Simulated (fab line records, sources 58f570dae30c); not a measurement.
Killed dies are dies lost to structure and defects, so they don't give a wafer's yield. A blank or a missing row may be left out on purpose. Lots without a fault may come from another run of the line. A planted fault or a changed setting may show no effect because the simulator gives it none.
One fault seen from 2 desks | flow berkeley_cmos170 | each desk has only its own numbers; what lay behind them comes last

THE TOOL OWNER'S DESK: litho_track-01
The tool's own readings at UCB170_V2_SOFTBAKE_08 (time 60 s): means of the sampled wafers that have a number, for each lot that ran on this tool. A lot is out of limits, marked OUT, if its mean lies more than 4 standard deviations from the usual mean; the brackets give that distance.
Columns: A = heater_power_total_W at UCB170_V2_SOFTBAKE_08, usual 56.80 W; B = run_length_s at UCB170_V2_SOFTBAKE_08, usual 89.04 s
lot  | first seen here | A                       | B
L316 | day 7 15:47     | 56.80                   | 89.03
L318 | day 8 16:01     | 56.82                   | 88.91
L322 | day 9 11:29     | 69.22 (+99 or more) OUT | 58.38 (-99 or more) OUT
L324 | day 10 08:13    | 69.15 (+99 or more) OUT | 58.39 (-99 or more) OUT
This desk's finding: out of limits on L322, L324; first on L322, day 9 11:29 (heater_power_total_W at UCB170_V2_SOFTBAKE_08). In limits: L316, L318.

THE METROLOGY DESK
What the gauges read, lot by lot, whatever tool the lot ran on: means of the sampled wafers that have a number. A lot is out of limits, marked OUT, if its mean lies more than 4 standard deviations from the usual mean; the brackets give that distance.
Columns: A = M2_AL_RS at UCB170_M2_RS_MEAS_02, usual 0.0323 ohm/sq; B = cd_nm at UCB170_V2_CD_MEAS_12, usual 700.1 nm
lot  | first seen here | A      | B
L317 | day 7 11:23     | 0.0327 | 700.3
L316 | day 7 11:38     | 0.0318 | 699.9
L315 | day 7 11:51     | 0.0319 | 698.4
L318 | day 8 11:28     | 0.0321 | 702.0
L322 | day 9 07:25     | 0.0314 | 691.3 (-7.3) OUT
L324 | day 10 02:50    | 0.0327 | 688.6 (-9.6) OUT
L327 | day 10 03:13    | 0.0324 | 700.1
L329 | day 10 06:35    | 0.0326 | 700.7
L333 | day 11 07:29    | 0.0322 | 699.5
L332 | day 11 07:44    | 0.0322 | 700.4
L330 | day 11 07:57    | 0.0326 | 702.1
L337 | day 11 18:26    | 0.0322 | 701.5
L334 | day 12 00:11    | 0.0324 | 698.9
This desk's finding: out of limits on L322, L324; first on L322, day 9 12:09 (cd_nm at UCB170_V2_CD_MEAS_12). In limits: L317, L316, L315, L318, L327, L329, L333, L332, L330, L337, L334.

PUT TOGETHER
The tool owner's desk could have raised an alarm at day 9 11:29, on L322, L324.
The metrology desk could have raised an alarm at day 9 12:09, on L322, L324.
Of the lots named, all ran UCB170_V2_SOFTBAKE_08 on litho_track-01.

WHAT THE SIMULATOR HAD PUT IN
Process parameter drift: litho_track-01, from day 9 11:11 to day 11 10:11, at UCB170_V2_SOFTBAKE_08. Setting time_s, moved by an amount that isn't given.
Lots struck among those shown: L322, L324.
Hours from the fault's start to each desk's first reading out of limits: the tool owner's desk, 0; the metrology desk, 1.
